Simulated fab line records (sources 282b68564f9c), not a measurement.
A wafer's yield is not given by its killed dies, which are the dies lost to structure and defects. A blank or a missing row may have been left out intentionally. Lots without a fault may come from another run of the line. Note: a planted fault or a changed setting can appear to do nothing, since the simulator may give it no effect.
fab line records | flow rit_cmos
[record] lots = 7 | wafers = 21 | last_day = 7
route steps=202 shown M1@188
lots that met no fault: taken from a fault-free run of the same line
start_h: the number of hours between the record's first day and the start of the first shown wafer of the lot | wait_h: hours elapsed since this lot's preceding step | " as in the row above | L1.1+2: a row that stands for several wafers | - no value, or no start was given | * or withheld: withheld | < > ~ a bound
route shown NAME@n: a module of which the file shows steps, and the number in the route of the first | usual: mean/standard deviation taken from wafers without a fault | same: alike in all rows | chamber/n: place in a boat | sites: per-site readings | _std_site: standard deviation of those values | _edge_site: mean of outer sites minus mean of inner sites | radius_mm: how far each site lies from the wafer's centre | mask NAME#n: copy n | behind: tool/chamber where the wafer was last shaped | hold: cause of the lot's hold/its duration in hours/its outcome | device: which transistor (n, p or np) failed to switch | end of line: the same wafers' tests at the end of the route | where a step has no rows: the recipe by itself | killed: count of dies lost to structure and defects at first sort (not the wafer's yield) | map: a wafer's dies, marking killed ones x, the rest . and places with no die _
set.NAME: the run value of the setting; set.NAME@STEP: its run value at that earlier step | model.NAME: the simulator's own value behind a step, which no gauge read
lots at some steps of the route; a table a step, a row a wafer
services: the hour from which a tool's chamber was out of use, counted from the record's first day as start_h (under 0 if before that day), plus the number of hours and why
[[steps]]
[step RIT_M1_COAT_04]
[recipe] resist = NOVOLAK | spin_rpm = 2000 | resist_thk_nm = 1300
[step RIT_M1_SOFTBAKE_05]
[recipe] resist = NOVOLAK | temp_c = 90 | time_s = 60
[step RIT_M1_EXPOSE_06]
[recipe] mask_id = M12 | na = 0.6 | source_shape = conventional | sigma_outer = 0.5 | target_cd_nm = 2600 | dose_mj = 250
[step RIT_M1_PEB_07]
[recipe] resist = NOVOLAK | temp_c = withheld | time_s = withheld
[step RIT_M1_DEVELOP_08]
[recipe] resist = NOVOLAK | develop_time_s = 68 | dev_temp_c = 23
[step RIT_M1_CD_MEAS_09]
[recipe] target_cd_nm = 2600
[usual] cd_nm = 2600.1/2
lot.wafer | tool      | chamber | start_h | wait_h | cd_nm
L535.1    | cd_sem-01 | -       | 56.34   | -      | 2599.5
L535.3    | "         | -       | "       | "      | 2600.2
L535.5    | "         | -       | "       | "      | 2599.6
L545.1    | cd_sem-01 | -       | 105.32  | -      | 2597.7
L545.2    | "         | -       | "       | "      | 2598.5
L545.3    | "         | -       | "       | "      | 2596.6
L546.3    | cd_sem-01 | -       | 114.43  | -      | 2602.1
L546.4    | "         | -       | "       | "      | 2601.9
L546.5    | "         | -       | "       | "      | 2602.5
L547.3    | cd_sem-01 | -       | 117.63  | -      | 2601.9
L547.4    | "         | -       | "       | "      | 2601.3
L547.5    | "         | -       | "       | "      | 2602.5
L553.2    | cd_sem-02 | -       | 148.66  | -      | 2602.5
L553.3    | "         | -       | "       | "      | 2602.0
L553.6    | "         | -       | "       | "      | 2600.4
L555.1    | cd_sem-02 | -       | 157.28  | -      | 2601.3
L555.2    | "         | -       | "       | "      | 2602.1
L555.5    | "         | -       | "       | "      | 2599.3
L557.1    | cd_sem-02 | -       | 170.46  | -      | 2597.4
L557.2    | "         | -       | "       | "      | 2597.1
L557.3    | "         | -       | "       | "      | 2597.6
[step RIT_M1_OVL_MEAS_10]
[usual] M1_OVL = 0.5/1.4
lot.wafer | tool       | chamber | start_h | wait_h | M1_OVL[nm]
L535.1    | overlay-01 | -       | 56.46   | 0.1    | 1.8
L535.3    | "          | -       | "       | "      | 2.1
L535.5    | "          | -       | "       | "      | 1.3
L545.1    | overlay-01 | -       | 105.44  | 0.1    | 1.9
L545.2    | "          | -       | "       | "      | 1.7
L545.3    | "          | -       | "       | "      | 1.0
L546.3    | overlay-01 | -       | 114.53  | 0.1    | 2.3
L546.4    | "          | -       | "       | "      | 2.9
L546.5    | "          | -       | "       | "      | 2.5
L547.3    | overlay-02 | -       | 117.72  | 0.1    | 2.7
L547.4    | "          | -       | "       | "      | 2.6
L547.5    | "          | -       | "       | "      | 1.6
L553.2    | overlay-02 | -       | 148.77  | 0.1    | -0.1
L553.3    | "          | -       | "       | "      | -0.1
L553.6    | "          | -       | "       | "      | 1.4
L555.1    | overlay-01 | -       | 157.40  | 0.1    | -1.8
L555.2    | "          | -       | "       | "      | -0.6
L555.5    | "          | -       | "       | "      | -0.3
L557.1    | overlay-02 | -       | 170.58  | 0.1    | 0.2
L557.2    | "          | -       | "       | "      | 2.4
L557.3    | "          | -       | "       | "      | 0.5
[step RIT_M1_HARDBAKE_11]
[recipe] resist = NOVOLAK | temp_c = 140 | time_s = 120
[step RIT_M1_METAL_ETCH_12]
[recipe] stop_on = SiO2 | chemistry = Cl2/BCl3 | target = Al | time_s = 165 | over_etch_frac = 0.5 | pressure_mtorr = 100 | target_depth_a = 6000 | rf_w = 259.4 | Cl2_flow_sccm = 60 | bcl3_flow_sccm = 50
[usual] drypump_motor_current_A = 5.63/0.19 | oes_product_au = 0.770/0.016 | throttle_valve_pct = 8.27/0.097
[same] time_s = 165
lot.wafer | tool         | chamber | start_h | wait_h | drypump_motor_current_A | oes_product_au | rf_hours_counter_h | throttle_valve_pct
L535.1    | rie_metal-04 | 1       | 56.74   | 0.2    | 5.70                    | 0.762          | 3                  | 8.24
L535.3    | "            | 1       | "       | "      | 5.72                    | 0.755          | -                  | 8.26
L535.5    | "            | 0       | "       | "      | 5.81                    | 0.739          | -                  | 8.36
L545.1    | rie_metal-02 | 1       | 105.72  | 0.2    | 5.81                    | 0.746          | 36                 | 8.32
L545.2    | "            | 0       | "       | "      | 5.28                    | 0.795          | 35                 | 8.10
L545.3    | "            | 0       | "       | "      | 5.29                    | 0.796          | -                  | 8.11
L546.3    | rie_metal-01 | 0       | 114.92  | 0.2    | 5.52                    | 0.787          | -                  | 8.36
L546.4    | "            | 1       | "       | "      | 5.57                    | 0.786          | -                  | 8.18
L546.5    | "            | 1       | "       | "      | 5.59                    | 0.771          | -                  | 8.17
L547.3    | rie_metal-04 | 0       | 118.05  | 0.2    | 5.79                    | 0.750          | -                  | 8.36
L547.4    | "            | 1       | "       | "      | 5.72                    | 0.759          | -                  | 8.25
L547.5    | "            | 1       | "       | "      | 5.73                    | 0.758          | -                  | 8.25
L553.2    | rie_metal-04 | 0       | 149.24  | 0.2    | 5.81                    | 0.760          | 4                  | 8.36
L553.3    | "            | 1       | "       | "      | 5.71                    | 0.767          | -                  | 8.23
L553.6    | "            | 0       | "       | "      | 5.81                    | 0.768          | -                  | 8.36
L555.1    | rie_metal-02 | 1       | 157.70  | 0.2    | 5.82                    | 0.800          | 0                  | 8.35
L555.2    | "            | 0       | "       | "      | 5.26                    | 0.784          | 0                  | 8.12
L555.5    | "            | 0       | "       | "      | 5.26                    | 0.777          | -                  | 8.10
L557.1    | rie_metal-02 | 1       | 170.87  | 0.2    | 5.83                    | 0.788          | 0                  | 8.35
L557.2    | "            | 0       | "       | "      | 5.29                    | 0.779          | 0                  | 8.10
L557.3    | "            | 0       | "       | "      | 5.24                    | 0.765          | -                  | 8.12
[step RIT_M1_STRIP_13]
[recipe] chemistry = nmp | resist = NOVOLAK | temp_c = 80 | time_s = 600 | dry = n2_spin
[step RIT_M1_STRIP_14]
[recipe] chemistry = O2 | time_s = 180 | platen_temp_c = withheld | power_w = 500 | pressure_mtorr = 4000 | o2_flow_sccm = 4000
[usual] drypump_motor_current_A = 5.9/0.59
[same] time_s = 180
lot.wafer | tool            | chamber | start_h | wait_h | drypump_motor_current_A | rf_hours_counter_h
L535.1    | plasma_asher-01 | 0       | 57.11   | 0.0    | 6.6                     | 41
L535.3    | "               | 1       | "       | "      | 6.0                     | -
L535.5    | "               | 0       | "       | "      | 6.6                     | -
L545.1    | plasma_asher-04 | 1       | 106.06  | 0.0    | 5.2                     | 47
L545.2    | "               | 0       | "       | "      | 6.0                     | 47
L545.3    | "               | 1       | "       | "      | 5.2                     | -
L546.3    | plasma_asher-01 | 0       | 115.27  | 0.1    | 6.6                     | -
L546.4    | "               | 1       | "       | "      | 6.0                     | -
L546.5    | "               | 1       | "       | "      | 6.0                     | -
L547.3    | plasma_asher-02 | 0       | 118.40  | 0.1    | 4.6                     | -
L547.4    | "               | 1       | "       | "      | 6.4                     | -
L547.5    | "               | 0       | "       | "      | 4.6                     | -
L553.2    | plasma_asher-04 | 0       | 149.59  | 0.0    | 6.0                     | 52
L553.3    | "               | 1       | "       | "      | 5.1                     | -
L553.6    | "               | 0       | "       | "      | 6.0                     | -
L555.1    | plasma_asher-04 | 0       | 158.04  | 0.0    | 6.0                     | 53
L555.2    | "               | 1       | "       | "      | 5.2                     | 53
L555.5    | "               | 0       | "       | "      | 6.0                     | -
L557.1    | plasma_asher-04 | 0       | 171.38  | 0.0    | 6.0                     | 55
L557.2    | "               | 1       | "       | "      | 5.2                     | 55
L557.3    | "               | 0       | "       | "      | 6.0                     | -
[step RIT_M1_CD_MEAS_90]
[recipe] target_cd_nm = 2600
[usual] cd_nm = 2599/3.3
lot.wafer | tool      | chamber | start_h | wait_h | cd_nm
L535.1    | cd_sem-01 | -       | 57.29   | 0.1    | 2596
L535.3    | "         | -       | "       | "      | 2597
L535.5    | "         | -       | "       | "      | 2599
L545.1    | cd_sem-01 | -       | 106.23  | 0.1    | 2595
L545.2    | "         | -       | "       | "      | 2597
L545.3    | "         | -       | "       | "      | 2595
L546.3    | cd_sem-01 | -       | 115.44  | 0.1    | 2604
L546.4    | "         | -       | "       | "      | 2601
L546.5    | "         | -       | "       | "      | 2602
L547.3    | cd_sem-01 | -       | 118.56  | 0.1    | 2602
L547.4    | "         | -       | "       | "      | 2598
L547.5    | "         | -       | "       | "      | 2598
L553.2    | cd_sem-01 | -       | 149.78  | 0.1    | 2603
L553.3    | "         | -       | "       | "      | 2597
L553.6    | "         | -       | "       | "      | 2600
L555.1    | cd_sem-01 | -       | 158.21  | 0.1    | 2600
L555.2    | "         | -       | "       | "      | 2599
L555.5    | "         | -       | "       | "      | 2596
L557.1    | cd_sem-01 | -       | 171.56  | 0.1    | 2594
L557.2    | "         | -       | "       | "      | 2595
L557.3    | "         | -       | "       | "      | 2595
[step RIT_M1_ANNEAL_15]
[recipe] temp_c = 450 | time_s = 1800 | ambient = forming_gas_H2N2
[usual] tube_center_temp_C = 450/0.038
lot.wafer | tool       | chamber | start_h | wait_h | tube_center_temp_C
L535.1    | furnace-02 | 0       | 57.41   | 0.1    | 450.02
L535.3    | "          | 0       | "       | "      | 450.04
L535.5    | "          | 0       | "       | "      | 450.04
L545.1    | furnace-02 | 0       | 106.35  | 0.1    | 449.98
L545.2    | "          | 0       | "       | "      | 450.02
L545.3    | "          | 0       | "       | "      | 449.99
L546.3    | furnace-02 | 0       | 115.52  | 0.1    | 450.04
L546.4    | "          | 0       | "       | "      | 449.99
L546.5    | "          | 0       | "       | "      | 450.04
L547.3    | furnace-02 | 0       | 118.64  | 0.1    | 450.11
L547.4    | "          | 0       | "       | "      | 450.05
L547.5    | "          | 0       | "       | "      | 450.02
L553.2    | furnace-02 | 0       | 149.88  | 0.1    | 450.02
L553.3    | "          | 0       | "       | "      | 449.97
L553.6    | "          | 0       | "       | "      | 449.95
L555.1    | furnace-02 | 0       | 158.33  | 0.1    | 450.01
L555.2    | "          | 0       | "       | "      | 449.95
L555.5    | "          | 0       | "       | "      | 450.03
L557.1    | furnace-02 | 0       | 171.68  | 0.1    | 450.07
L557.2    | "          | 0       | "       | "      | 450
L557.3    | "          | 0       | "       | "      | 449.99
[step RIT_M1_BOW_MEAS_16]
[recipe] mode = bow
[usual] M1_BOW = 16/6.8
lot.wafer | tool          | chamber | start_h | wait_h | M1_BOW[um]
L535.1    | film_metro-01 | -       | 58.91   | 0.0    | 23
L535.3    | "             | -       | "       | "      | 7
L535.5    | "             | -       | "       | "      | 16
L545.1    | film_metro-01 | -       | 107.85  | 0.0    | -5
L545.2    | "             | -       | "       | "      | 10
L545.3    | "             | -       | "       | "      | 21
L546.3    | film_metro-01 | -       | 117.06  | 0.0    | 26
L546.4    | "             | -       | "       | "      | 4
L546.5    | "             | -       | "       | "      | 27
L547.3    | film_metro-02 | -       | 120.18  | 0.0    | 16
L547.4    | "             | -       | "       | "      | 21
L547.5    | "             | -       | "       | "      | 29
L553.2    | film_metro-03 | -       | 151.40  | 0.0    | 17
L553.3    | "             | -       | "       | "      | 17
L553.6    | "             | -       | "       | "      | 22
L555.1    | film_metro-03 | -       | 159.83  | 0.0    | 10
L555.2    | "             | -       | "       | "      | 19
L555.5    | "             | -       | "       | "      | 17
L557.1    | film_metro-01 | -       | 173.18  | 0.0    | 27
L557.2    | "             | -       | "       | "      | 16
L557.3    | "             | -       | "       | "      | 6
[step RIT_M1_PROBE_99]
[usual] defect_limited_yield = 97.5/1.2 | killed_at_contacts = 0.1/0.23 | killed_at_front_end = 6/3.2 | killed_dies = 7/3.2 | killed_open = 3.4/1.8 | killed_short = 3.2/2.3 | sort_bin_3_pad_short = 0.1/0.23 | sort_bin_5_function = 1.4/0.81 | sort_bin_6_memory = 0.9/0.7 | sort_n_pass = 257/3.2 | sort_yield_pct = 97.5/1.2
[same] gross_dies = 264 | killed_at_M0_to_M3 = 0 | killed_at_M4_up = 0 | killed_at_back_side = 0 | killed_at_other = 0
lot.wafer | tool      | chamber | start_h | wait_h | defect_limited_yield[%] | killed_at_contacts | killed_at_front_end | killed_dies | killed_open | killed_short | sort_bin_3_pad_short[%] | sort_bin_5_function[%] | sort_bin_6_memory[%] | sort_n_pass | sort_yield_pct[%] | model.etest.nmos_0p15.junction_log10_a_um | model.etest.nmos_narrow.off_log10_a_um | model.etest.gate_end_array.leak_log10_a_um | model.etest.nmos_0p3.off_log10_a_um | model.etest.pmos_0p15.junction_log10_a_um | model.etest.contact_diode_array.leak_log10_a | model.etest.pmos_0p3.off_log10_a_um | model.etest.pmos_narrow.off_log10_a_um
L535.1    | prober-01 | -       | 59.03   | 0.1    | 98.9                    | 0                  | 3                   | 3           | 3           | 0            | 0                       | 0.8                    | 0.4                  | 261         | 98.9              | -13.6                                     | -13.13                                 | -12.83                                     | -13.04                              | -13.82                                    | -9.47                                        | -13.09                              | -13
L535.3    | prober-01 | -       | 59.13   | 0.2    | 97.0                    | 0                  | 8                   | 8           | 3           | 5            | 0                       | 1.1                    | 1.9                  | 256         | 97.0              | -13.65                                    | -13.15                                 | -12.96                                     | -13.14                              | -13.83                                    | -9.175                                       | -13.08                              | -13.1
L535.5    | prober-01 | -       | 59.23   | 0.2    | 97.7                    | 0                  | 6                   | 6           | 4           | 2            | 0.4                     | 1.9                    | 0                    | 258         | 97.7              | -13.5                                     | -13.26                                 | -12.92                                     | -13.1                               | -13.78                                    | -9.592                                       | -13.05                              | -12.87
L545.1    | prober-01 | -       | 107.97  | 0.1    | 97.7                    | 0                  | 6                   | 6           | 2           | 4            | 0.8                     | 1.5                    | 0                    | 258         | 97.7              | -13.44                                    | -13.25                                 | -12.93                                     | -13.06                              | -13.8                                     | -9.35                                        | -13.03                              | -12.86
L545.2    | prober-01 | -       | 108.02  | 0.1    | 96.6                    | 0                  | 9                   | 9           | 4           | 5            | 0                       | 1.9                    | 1.5                  | 255         | 96.6              | -13.39                                    | -13.14                                 | -13.04                                     | -13.24                              | -13.77                                    | -9.318                                       | -12.95                              | -12.94
L545.3    | prober-01 | -       | 108.07  | 0.2    | 97.7                    | 0                  | 6                   | 6           | 4           | 2            | 0                       | 1.1                    | 1.1                  | 258         | 97.7              | -13.37                                    | -13.29                                 | -13.04                                     | -13.17                              | -13.73                                    | -9.437                                       | -13.13                              | -12.8
L546.3    | prober-02 | -       | 117.24  | 0.2    | 98.9                    | 0                  | 3                   | 3           | 3           | 0            | 0                       | 0.8                    | 0.4                  | 261         | 98.9              | -13.58                                    | -13.2                                  | -12.86                                     | -13.04                              | -13.8                                     | -9.301                                       | -13.02                              | -12.88
L546.4    | prober-02 | -       | 117.29  | 0.2    | 98.1                    | 0                  | 5                   | 5           | 2           | 3            | 0.8                     | 0.8                    | 0.4                  | 259         | 98.1              | -13.38                                    | -13.33                                 | -13.07                                     | -13.19                              | -13.8                                     | -9.507                                       | -13.01                              | -12.8
L546.5    | prober-02 | -       | 117.34  | 0.2    | 97.3                    | 1                  | 6                   | 7           | 3           | 4            | 0                       | 1.9                    | 0.8                  | 257         | 97.3              | -13.73                                    | -13.23                                 | -12.94                                     | -13.13                              | -13.81                                    | -9.495                                       | -12.99                              | -12.76
L547.3    | prober-01 | -       | 120.36  | 0.2    | 97.3                    | 0                  | 7                   | 7           | 3           | 4            | 0                       | 0.8                    | 1.9                  | 257         | 97.3              | -13.54                                    | -13.25                                 | -12.85                                     | -13                                 | -13.82                                    | -9.425                                       | -13.02                              | -12.96
L547.4    | prober-01 | -       | 120.41  | 0.2    | 97.0                    | 0                  | 8                   | 8           | 3           | 5            | 0.4                     | 1.5                    | 1.1                  | 256         | 97.0              | -13.5                                     | -13.23                                 | -13.13                                     | -13.24                              | -13.79                                    | -9.286                                       | -12.93                              | -12.95
L547.5    | prober-01 | -       | 120.46  | 0.2    | 99.6                    | 0                  | 1                   | 1           | 1           | 0            | 0                       | 0                      | 0.4                  | 263         | 99.6              | -13.57                                    | -13.23                                 | -12.96                                     | -13.11                              | -13.87                                    | -9.341                                       | -12.95                              | -12.8
L553.2    | prober-01 | -       | 151.55  | 0.1    | 95.5                    | 0                  | 12                  | 12          | 4           | 8            | 0.4                     | 2.3                    | 1.9                  | 252         | 95.5              | -11.26                                    | -11.26                                 | -11.1                                      | -11.26                              | -12.26                                    | -7.848                                       | -12.21                              | -12.17
L553.3    | prober-01 | -       | 151.60  | 0.2    | 98.5                    | 0                  | 4                   | 4           | 3           | 1            | 0                       | 0.8                    | 0.8                  | 260         | 98.5              | -11.25                                    | -11.24                                 | -10.97                                     | -11.23                              | -12.24                                    | -7.922                                       | -12.18                              | -12.14
L553.6    | prober-01 | -       | 151.75  | 0.2    | 96.6                    | 1                  | 8                   | 9           | 8           | 1            | 0                       | 1.9                    | 1.5                  | 255         | 96.6              | -11.66                                    | -11.66                                 | -11.51                                     | -11.65                              | -12.64                                    | -8.418                                       | -12.42                              | -12.41
L555.1    | prober-01 | -       | 159.95  | 0.1    | 97.3                    | 0                  | 7                   | 7           | 4           | 3            | 0                       | 1.9                    | 0.8                  | 257         | 97.3              | -10.89                                    | -10.89                                 | -10.81                                     | -10.89                              | -11.88                                    | -7.619                                       | -11.86                              | -11.83
L555.2    | prober-01 | -       | 160.00  | 0.1    | 96.2                    | 1                  | 9                   | 10          | 6           | 4            | 0                       | 3.0                    | 0.8                  | 254         | 96.2              | -11.02                                    | -11.02                                 | -10.87                                     | -11.02                              | -12.02                                    | -7.771                                       | -11.98                              | -11.98
L555.5    | prober-01 | -       | 160.15  | 0.2    | 98.5                    | 0                  | 4                   | 4           | 3           | 1            | 0                       | 0.8                    | 0.8                  | 260         | 98.5              | -11.47                                    | -11.47                                 | -11.23                                     | -11.46                              | -12.46                                    | -8.29                                        | -12.4                               | -12.37
L557.1    | prober-01 | -       | 173.30  | 0.1    | 96.6                    | 0                  | 9                   | 9           | 2           | 7            | 0                       | 3.0                    | 0.4                  | 255         | 96.6              | -10.82                                    | -10.82                                 | -10.6                                      | -10.82                              | -11.82                                    | -7.563                                       | -11.79                              | -11.78
L557.2    | prober-01 | -       | 173.35  | 0.1    | 99.2                    | 0                  | 2                   | 2           | 2           | 0            | 0                       | 0.8                    | 0                    | 262         | 99.2              | -10.99                                    | -10.99                                 | -10.91                                     | -10.98                              | -11.99                                    | -7.523                                       | -11.94                              | -11.94
L557.3    | prober-01 | -       | 173.40  | 0.2    | 98.5                    | 0                  | 4                   | 4           | 2           | 2            | 0                       | 1.1                    | 0.4                  | 260         | 98.5              | -10.55                                    | -10.55                                 | -10.47                                     | -10.55                              | -11.55                                    | -7.38                                        | -11.53                              | -11.53
// killed by level:class
L535.1 FOX1:geometric_particle:open=2 GATE:geometric_particle:open=1
L535.3 FOX1:geometric_particle:open=2 GATE:geometric_particle:short=2 SILICIDE:geometric_particle:short=2 GATE:geometric_particle:open=1 SPACER:geometric_particle:short=1
L535.5 SPACER:geometric_particle:open=2 GATE:geometric_particle:open=1 GATE:geometric_particle:short=1 SPACER:geometric_particle:short=1 SILICIDE:geometric_particle:open=1
L545.1 GATE:geometric_particle:open=2 SILICIDE:geometric_particle:short=2 GATE:geometric_particle:short=1 REOX:geometric_particle:short=1
L545.2 REOX:geometric_particle:short=3 FOX1:geometric_particle:open=1 GATE:geometric_particle:open=1 GATE:geometric_particle:short=1 REOX:geometric_particle:open=1 SPACER:geometric_particle:short=1 SILICIDE:geometric_particle:open=1
L545.3 GATE:geometric_particle:open=2 FOX1:geometric_particle:open=1 FOX1:geometric_particle:short=1 REOX:geometric_particle:open=1 SILICIDE:geometric_particle:short=1
L546.3 FOX1:geometric_particle:open=2 GATE:geometric_particle:open=1
L546.4 GATE:geometric_particle:short=2 GATE:geometric_particle:open=2 SILICIDE:geometric_particle:short=1
L546.5 GATE:geometric_particle:short=3 FOX1:geometric_particle:open=1 REOX:geometric_particle:open=1 REOX:geometric_particle:short=1 CONTACT:geometric_particle:open=1
L547.3 FOX1:geometric_particle:short=2 FOX2:geometric_particle:open=1 FOX2:geometric_particle:short=1 GATE:geometric_particle:short=1 GATE:geometric_particle:open=1 SPACER:geometric_particle:open=1
L547.4 GATE:geometric_particle:short=5 GATE:geometric_particle:open=2 FOX1:geometric_particle:open=1
L547.5 FOX1:geometric_particle:open=1
L553.2 GATE:geometric_particle:short=4 FOX1:geometric_particle:short=2 FOX1:geometric_particle:open=2 GATE:geometric_particle:open=2 REOX:geometric_particle:short=1 SPACER:geometric_particle:short=1
L553.3 SILICIDE:geometric_particle:open=2 FOX1:geometric_particle:short=1 REOX:geometric_particle:open=1
L553.6 GATE:geometric_particle:open=6 GATE:geometric_particle:short=1 SILICIDE:geometric_particle:open=1 CONTACT:geometric_particle:open=1
L555.1 GATE:geometric_particle:open=2 SILICIDE:geometric_particle:short=2 FOX1:geometric_particle:short=1 SPACER:geometric_particle:open=1 SILICIDE:geometric_particle:open=1
L555.2 GATE:geometric_particle:open=3 SPACER:geometric_particle:open=2 FOX2:geometric_particle:short=1 GATE:geometric_particle:short=1 SILICIDE:geometric_particle:short=1 SILICIDE:geometric_particle:open=1 CONTACT:geometric_particle:short=1
L555.5 FOX1:geometric_particle:open=3 FOX1:geometric_particle:short=1
L557.1 GATE:geometric_particle:short=5 FOX1:geometric_particle:short=1 GATE:geometric_particle:open=1 REOX:geometric_particle:short=1 SILICIDE:geometric_particle:open=1
L557.2 GATE:geometric_particle:open=1 REOX:geometric_particle:open=1
L557.3 FOX1:geometric_particle:open=1 GATE:geometric_particle:short=1 SPACER:geometric_particle:open=1 SPACER:geometric_particle:short=1
[[services]]
tool            | chamber | start_h | hours | kind
plasma_asher-04 | -       | 52.09   | 2.0   | repair
plasma_asher-04 | -       | 81.01   | 2.8   | pm
plasma_asher-02 | -       | 108.75  | 9.0   | pm
plasma_asher-02 | 0       | 108.75  | 9.0   | vent_cycle
plasma_asher-02 | 1       | 108.75  | 9.0   | vent_cycle
rie_metal-04    | -       | 111.64  | 0.7   | repair
plasma_asher-02 | 0       | 117.75  | -     | clean
plasma_asher-02 | 1       | 117.75  | -     | clean
rie_metal-02    | -       | 136.14  | 20.0  | pm
rie_metal-02    | 0       | 136.14  | 20.0  | vent_cycle
rie_metal-02    | 1       | 136.14  | 20.0  | vent_cycle
rie_metal-02    | 0       | 156.14  | -     | clean
rie_metal-02    | 1       | 156.14  | -     | clean
plasma_asher-02 | -       | 162.88  | 14.6  | pm
[[key]]
first_sign none at tools or gauges
[model_effect] step = RIT_M1_PROBE_99 | value = etest.nmos_0p15.junction_log10_a_um | without = -13.54 | struck = -11.1
met_at RIT_M1_ANNEAL_15
struck_wafers L553.2,L553.3,L553.6,L555.1,L555.2,L555.5,L557.1,L557.2,L557.3
onset_between 118.64 149.88
also_fits time
[fault] kind = process_parameter_drift | tool = furnace-02 | chamber = - | onset_h = 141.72 | steps = RIT_M1_ANNEAL_15 | channel = time_s | offset = * | shape = step | stated = *
